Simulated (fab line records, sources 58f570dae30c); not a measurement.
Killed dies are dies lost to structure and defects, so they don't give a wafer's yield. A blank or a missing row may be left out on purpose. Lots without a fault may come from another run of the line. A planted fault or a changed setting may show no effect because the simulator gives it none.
fab line records | flow berkeley_cmos170
record lots=6 wafers=18 last_day=12
route steps=331 shown SPACER@172 PSD@175 NSD@187
lots that met no fault: from a run of the same line without faults
start_h: hours from the record's first day to the start of the lot's first wafer shown | wait_h: hours since the lot's step before | " the same as in the row above | L1.1+2: a row that stands for several wafers | - no value, or no start given | * or withheld: withheld | < > ~ a bound
route shown NAME@n: a module of which the file shows steps, and the number in the route of the first | usual: mean/standard deviation of fault-free wafers | same: alike in all rows | chamber/n: place in a boat | sites: the reading at each site | _std_site: their standard deviation | _edge_site: outer sites' mean less inner sites' | radius_mm: how far each site lies from the wafer's centre | mask NAME#n: copy n | behind: the tool/chamber that last shaped the wafer | hold: why the lot was held/for how many hours/how that ended | device: the transistor (n, p or np) that didn't switch | end of line: the same wafers' tests at the end of the route | a step without rows: its recipe alone | killed: dies lost to structure and defects at the first sort, not the wafer's yield | map: a wafer's dies, x killed, . not, _ none there
set.NAME: the setting as run; set.NAME@STEP: as run at that earlier step | model.NAME: the simulator's own value behind a step, which no gauge read
lots at some steps of the route; a table a step, a row a wafer
services: from which hour (start_h, from the record's first day; less than 0 if before it) a tool's chamber was out of use, for how many hours, and why
## steps
# step UCB170_SPACER_THK_MEAS_01
# recipe reads=SiO2_of_SPACER_CVD_00
# usual SPACER_TEOS_THK=376/5.3
# columns lot.wafer tool chamber start_h wait_h SPACER_TEOS_THK[nm]
L827.1 film_metro-03 - 159.81 0.0 381
L827.3 " - " " 379
L827.4 " - " " 383
L830.2 film_metro-03 - 172.51 0.0 361
L830.5 " - " " 370
L830.6 " - " " 370
L838.1 film_metro-03 - 209.89 0.0 372
L838.2 " - " " 373
L838.4 " - " " 375
L839.3 film_metro-04 - 210.26 0.0 371
L839.4 " - " " 380
L839.5 " - " " 380
L844.1 film_metro-04 - 231.95 0.0 367
L844.5 " - " " 370
L844.6 " - " " 378
L850.1 film_metro-03 - 259.83 0.1 378
L850.3 " - " " 372
L850.4 " - " " 380
# step UCB170_SPACER_ANNEAL_02
# recipe temp_c=900 time_s=1800 ambient=N2
# step UCB170_SPACER_ETCHBACK_03
# recipe stop_on=Si target=SiO2 chemistry=CHF3/CF4/Ar CHF3_flow_sccm=50 cf4_flow_sccm=10 Ar_flow_sccm=120 pressure_mtorr=200 rf_w=500 target_depth_a=3760 time_s=100
# usual drypump_motor_current_A=5.8/0.4 oes_product_au=0.904/0.015 throttle_valve_pct=6.44/0.11
# columns lot.wafer tool chamber start_h wait_h drypump_motor_current_A oes_product_au rf_hours_counter_h throttle_valve_pct
L827.1 rie_diel-01 1 165.49 0.0 6.1 0.912 20 6.54
L827.3 " 2 " " 5.5 0.903 65 6.45
L827.4 " 0 " " 5.0 0.902 12 6.57
L830.2 rie_diel-02 0 178.76 0.0 6.3 0.873 18 6.46
L830.5 " 3 " " 5.7 0.889 - 6.37
L830.6 " 0 " " 6.3 0.877 - 6.48
L838.1 rie_diel-03 1 212.58 0.0 5.8 0.891 54 6.28
L838.2 " 2 " " 6.1 0.901 101 6.33
L838.4 " 3 " " 5.8 0.923 28 6.59
L839.3 rie_diel-03 2 212.65 0.1 6.1 0.894 101 6.36
L839.4 " 1 " " 5.8 0.906 54 6.28
L839.5 " 0 " " 5.9 0.903 - 6.39
L844.1 rie_diel-01 3 236.68 0.0 5.4 0.894 123 6.49
L844.5 " 1 " " 6.1 0.891 - 6.53
L844.6 " 2 " " 5.5 0.909 - 6.46
L850.1 rie_diel-01 1 263.12 0.1 6.2 0.897 24 6.53
L850.3 " 0 " " 5.0 0.883 17 6.57
L850.4 " 3 " " 5.4 0.925 124 6.50
# step UCB170_PSD_HMDS_00
# recipe prime_time_s=60 prime_temp_c=100
# step UCB170_PSD_COAT_01
# recipe resist=KrF spin_rpm=1500 resist_thk_nm=900
# step UCB170_PSD_SOFTBAKE_02
# recipe resist=KrF temp_c=130 time_s=60
# step UCB170_PSD_EXPOSE_03
# recipe mask_id=PSELECT_MOD na=0.5 sigma_outer=0.6 source_shape=conventional target_cd_nm=1200 dose_mj=30
# step UCB170_PSD_PEB_04
# recipe peb_temp_c=130 peb_time_s=withheld resist=KrF
# step UCB170_PSD_DEVELOP_05
# recipe developer=TMAH develop_time_s=45 resist=KrF dev_temp_c=21
# step UCB170_PSD_CD_MEAS_06
# recipe target_cd_nm=1200
# usual cd_nm=1199.7/1.2
# columns lot.wafer tool chamber start_h wait_h cd_nm
L827.1 cd_sem-02 - 167.49 - 1199.9
L827.3 " - " " 1200.9
L827.4 " - " " 1199.9
L830.2 cd_sem-02 - 180.38 - 1202.7
L830.5 " - " " 1201.8
L830.6 " - " " 1200.3
L838.1 cd_sem-02 - 214.77 - 1198.7
L838.2 " - " " 1201.6
L838.4 " - " " 1200.5
L839.3 cd_sem-01 - 214.88 - 1200.4
L839.4 " - " " 1198.4
L839.5 " - " " 1200.0
L844.1 cd_sem-01 - 238.38 - 1199.5
L844.5 " - " " 1199.0
L844.6 " - " " 1199.7
L850.1 cd_sem-01 - 264.99 - 1199.3
L850.3 " - " " 1199.4
L850.4 " - " " 1200.4
# step UCB170_PSD_OVL_MEAS_07
# usual PSD_OVL=0/4.2
# columns lot.wafer tool chamber start_h wait_h PSD_OVL[nm]
L827.1 overlay-02 - 167.61 0.1 -2
L827.3 " - " " 1
L827.4 " - " " -4
L830.2 overlay-02 - 180.49 0.1 -8
L830.5 " - " " 0
L830.6 " - " " 0
L838.1 overlay-02 - 214.89 0.1 3
L838.2 " - " " 3
L838.4 " - " " 2
L839.3 overlay-01 - 214.98 0.1 1
L839.4 " - " " -4
L839.5 " - " " -1
L844.1 overlay-01 - 238.50 0.1 4
L844.5 " - " " 4
L844.6 " - " " 2
L850.1 overlay-01 - 265.11 0.1 2
L850.3 " - " " 5
L850.4 " - " " 12
# step UCB170_PSD_IMPLANT_08
# recipe species=B dose_cm2=3e+15 energy_kev=20 tilt_deg=7
# step UCB170_PSD_STRIP_09
# recipe chemistry=O2 power_w=400 pressure_mtorr=3500 platen_temp_c=withheld o2_flow_sccm=400 overash_fraction=0.5
# usual chamber_pressure_mTorr=3500/3 drypump_motor_current_A=5.9/0.48 oes_product_au=0.600/0.0043 strip_time_to_endpoint_s=29.43/0.073
# columns lot.wafer tool chamber start_h wait_h chamber_pressure_mTorr drypump_motor_current_A oes_product_au rf_hours_counter_h strip_time_to_endpoint_s model.KrF_of_PSD_COAT_01.thk_nm
L827.1 plasma_asher-04 0 167.80 0.1 3494 6.5 0.607 5 29.42 0
L827.3 " 0 " " 3501 6.5 0.609 - 29.35 0
L827.4 " 1 " " 3503 5.6 0.609 - 29.45 0
L830.2 plasma_asher-03 1 180.67 0.1 3498 5.6 0.605 41 29.48 0
L830.5 " 1 " " 3503 5.7 0.594 - 29.28 0
L830.6 " 0 " " 3496 6.5 0.594 - 29.31 0
L838.1 plasma_asher-03 1 215.07 0.1 - - - - - 884.4
L838.2 " 0 " " - - - - - 885.3
L838.4 " 0 " " - - - - - 886.6
L839.3 plasma_asher-04 1 215.18 0.1 - - - - - 890.3
L839.4 " 0 " " - - - - - 889.9
L839.5 " 1 " " - - - - - 887.2
L844.1 plasma_asher-03 1 238.69 0.1 3499 5.7 0.605 49 29.49 0
L844.5 " 0 " " 3496 6.5 0.594 - 29.49 0
L844.6 " 1 " " 3493 5.7 0.599 - 29.56 0
L850.1 plasma_asher-01 0 265.30 0.1 3501 5.2 0.595 59 29.43 0
L850.3 " 0 " " 3504 5.2 0.598 - 29.43 0
L850.4 " 1 " " 3501 5.7 0.597 - 29.44 0
# step UCB170_PSD_TW_MEAS_10
# usual PSD_TW=2330/14
# columns lot.wafer tool chamber start_h wait_h PSD_TW
L827.1 film_metro-01 - 167.90 0.1 2314
L827.3 " - " " 2325
L827.4 " - " " 2319
L830.2 film_metro-01 - 180.78 0.1 2331
L830.5 " - " " 2310
L830.6 " - " " 2313
L838.1 film_metro-04 - 215.17 0.1 2320
L838.2 " - " " 2324
L838.4 " - " " 2325
L839.3 film_metro-01 - 215.27 0.1 2335
L839.4 " - " " 2335
L839.5 " - " " 2326
L844.1 film_metro-01 - 238.79 0.1 2316
L844.5 " - " " 2343
L844.6 " - " " 2312
L850.1 film_metro-02 - 265.40 0.1 2347
L850.3 " - " " 2346
L850.4 " - " " 2345
# step UCB170_PSD_CLEAN_11
# recipe chemistry=SPM temp_c=120 time_s=600
# step UCB170_NSD_HMDS_00
# recipe prime_time_s=60 prime_temp_c=100
# step UCB170_NSD_COAT_01
# recipe resist=KrF spin_rpm=1500 resist_thk_nm=900
# step UCB170_NSD_SOFTBAKE_02
# recipe resist=KrF temp_c=130 time_s=60
# step UCB170_NSD_EXPOSE_03
# recipe mask_id=NSELECT_MOD na=0.5 sigma_outer=0.6 source_shape=conventional target_cd_nm=1200 dose_mj=30
# step UCB170_NSD_PEB_04
# recipe peb_temp_c=129.1 peb_time_s=withheld resist=KrF
# step UCB170_NSD_DEVELOP_05
# recipe developer=TMAH develop_time_s=45 resist=KrF dev_temp_c=21
# step UCB170_NSD_CD_MEAS_06
# recipe target_cd_nm=1200
# usual cd_nm=1200.0/1.4
# columns lot.wafer tool chamber start_h wait_h cd_nm
L827.1 cd_sem-02 - 169.38 - 1199.1
L827.3 " - " " 1201.3
L827.4 " - " " 1199.2
L830.2 cd_sem-01 - 185.21 - 1197.1
L830.5 " - " " 1198.9
L830.6 " - " " 1198.0
L838.1 cd_sem-01 - 216.41 - 1198.0
L838.2 " - " " 1198.5
L838.4 " - " " 1198.5
L839.3 cd_sem-02 - 216.69 - 1201.6
L839.4 " - " " 1202.4
L839.5 " - " " 1201.6
L844.1 cd_sem-02 - 240.38 - 1200.1
L844.5 " - " " 1201.2
L844.6 " - " " 1202.1
L850.1 cd_sem-02 - 266.85 - 1201.6
L850.3 " - " " 1200.6
L850.4 " - " " 1201.2
# step UCB170_NSD_OVL_MEAS_07
# usual NSD_OVL=0/5.5
# columns lot.wafer tool chamber start_h wait_h NSD_OVL[nm]
L827.1 overlay-01 - 169.50 0.1 -1
L827.3 " - " " 0
L827.4 " - " " 6
L830.2 overlay-01 - 185.32 0.1 0
L830.5 " - " " 4
L830.6 " - " " 2
L838.1 overlay-02 - 216.53 0.1 2
L838.2 " - " " 2
L838.4 " - " " 3
L839.3 overlay-01 - 216.78 0.1 0
L839.4 " - " " 7
L839.5 " - " " 3
L844.1 overlay-01 - 240.50 0.1 2
L844.5 " - " " 4
L844.6 " - " " 6
L850.1 overlay-02 - 266.97 0.1 4
L850.3 " - " " -1
L850.4 " - " " -4
# step UCB170_NSD_IMPLANT_08
# recipe species=P dose_cm2=3e+15 energy_kev=40 tilt_deg=7
# step UCB170_NSD_STRIP_09
# recipe chemistry=O2 power_w=400 pressure_mtorr=3500 platen_temp_c=withheld o2_flow_sccm=400 overash_fraction=0.5
# usual chamber_pressure_mTorr=3500/3.3 drypump_motor_current_A=5.9/0.43 oes_product_au=0.534/0.0043 strip_time_to_endpoint_s=35.87/0.067
# columns lot.wafer tool chamber start_h wait_h chamber_pressure_mTorr drypump_motor_current_A oes_product_au rf_hours_counter_h strip_time_to_endpoint_s
L827.1 plasma_asher-02 0 169.68 0.1 3498 5.4 0.528 45 35.79
L827.3 " 0 " " 3503 5.4 0.537 - 35.81
L827.4 " 1 " " 3499 5.8 0.529 - 35.83
L830.2 plasma_asher-03 0 185.50 0.1 3502 6.5 0.534 42 35.98
L830.5 " 0 " " 3495 6.5 0.537 - 35.96
L830.6 " 1 " " 3503 5.7 0.537 - 35.94
L838.1 plasma_asher-04 1 216.72 0.1 3504 5.6 0.624 12 62.10
L838.2 " 0 " " 3505 6.5 0.626 12 62.13
L838.4 " 0 " " 3497 6.5 0.615 - 62.09
L839.3 plasma_asher-03 1 216.99 0.1 3496 5.7 0.618 - 62.08
L839.4 " 0 " " 3500 6.5 0.629 - 62.09
L839.5 " 0 " " 3503 6.5 0.617 - 62.05
L844.1 plasma_asher-02 1 240.69 0.1 3499 5.8 0.531 49 35.95
L844.5 " 0 " " 3500 5.4 0.535 - 35.89
L844.6 " 1 " " 3495 5.8 0.531 - 35.84
L850.1 plasma_asher-03 0 267.16 0.1 3496 6.5 0.533 53 35.79
L850.3 " 0 " " 3499 6.5 0.540 - 35.76
L850.4 " 1 " " 3500 5.7 0.534 - 35.80
# step UCB170_NSD_TW_MEAS_10
# usual NSD_TW=4189/25
# columns lot.wafer tool chamber start_h wait_h NSD_TW
L827.1 film_metro-02 - 169.78 0.1 4213
L827.3 " - " " 4216
L827.4 " - " " 4212
L830.2 film_metro-01 - 185.61 0.1 4146
L830.5 " - " " 4174
L830.6 " - " " 4177
L838.1 film_metro-04 - 216.82 0.1 30
L838.2 " - " " 30
L838.4 " - " " 30
L839.3 film_metro-01 - 217.08 0.1 30
L839.4 " - " " 30
L839.5 " - " " 30
L844.1 film_metro-02 - 240.79 0.1 4196
L844.5 " - " " 4211
L844.6 " - " " 4197
L850.1 film_metro-04 - 267.26 0.1 4133
L850.3 " - " " 4155
L850.4 " - " " 4132
# step UCB170_NSD_CLEAN_11
# recipe chemistry=SPM temp_c=120 time_s=600
## services
# columns tool chamber start_h hours kind
rie_diel-01 3 154.98 7.9 repair
plasma_asher-04 - 162.68 4.5 repair
rie_diel-02 2 169.45 5.6 repair
rie_diel-03 - 176.80 0.1 repair
plasma_asher-02 - 180.96 2.3 repair
rie_diel-02 2 186.24 - clean
rie_diel-02 2 186.24 23.5 scheduled_down
rie_diel-02 2 186.24 23.5 vent_cycle
plasma_asher-02 - 200.59 14.6 pm
rie_diel-02 3 202.29 11.7 repair
plasma_asher-02 - 215.19 15.6 pm
plasma_asher-02 - 230.79 2.8 pm
plasma_asher-04 - 231.12 1.9 repair
rie_diel-03 - 232.18 4.0 pm
## key
first_sign step=UCB170_PSD_STRIP_09 reading=tool_record direction=missing
effect step=UCB170_NSD_STRIP_09 reading=strip_time_to_endpoint_s direction=up sigmas=99+ usual=* struck=*
effect step=UCB170_NSD_TW_MEAS_10 reading=NSD_TW direction=down sigmas=99+ usual=4189 struck=30
model_effect step=UCB170_PSD_STRIP_09 value=KrF_of_PSD_COAT_01.thk_nm without=0 struck=887.3
met_at UCB170_PSD_STRIP_09
struck_wafers L838.1,L838.2,L838.4,L839.3,L839.4,L839.5
sort_left_out L838.1,L838.2,L838.4,L839.3,L839.4,L839.5
tester_left_out L838,L839
onset_between 180.67 215.07
fault kind=skipped_step_whole tool=plasma_asher-03,plasma_asher-04 chamber=- onset_h=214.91 steps=UCB170_PSD_STRIP_09 scope=struck_lots_only
# tester_left_out: of these lots the tester's yield and bins aren't shown, on N5 and GAA mostly nor the transistor test; their killed dies are dies lost to structure and defects alone, not to doping, threshold or leakage, so they don't give the yield
# sort_left_out: the simulated sort isn't trusted on such a fault, so these wafers' sort isn't shown, and their yield isn't known
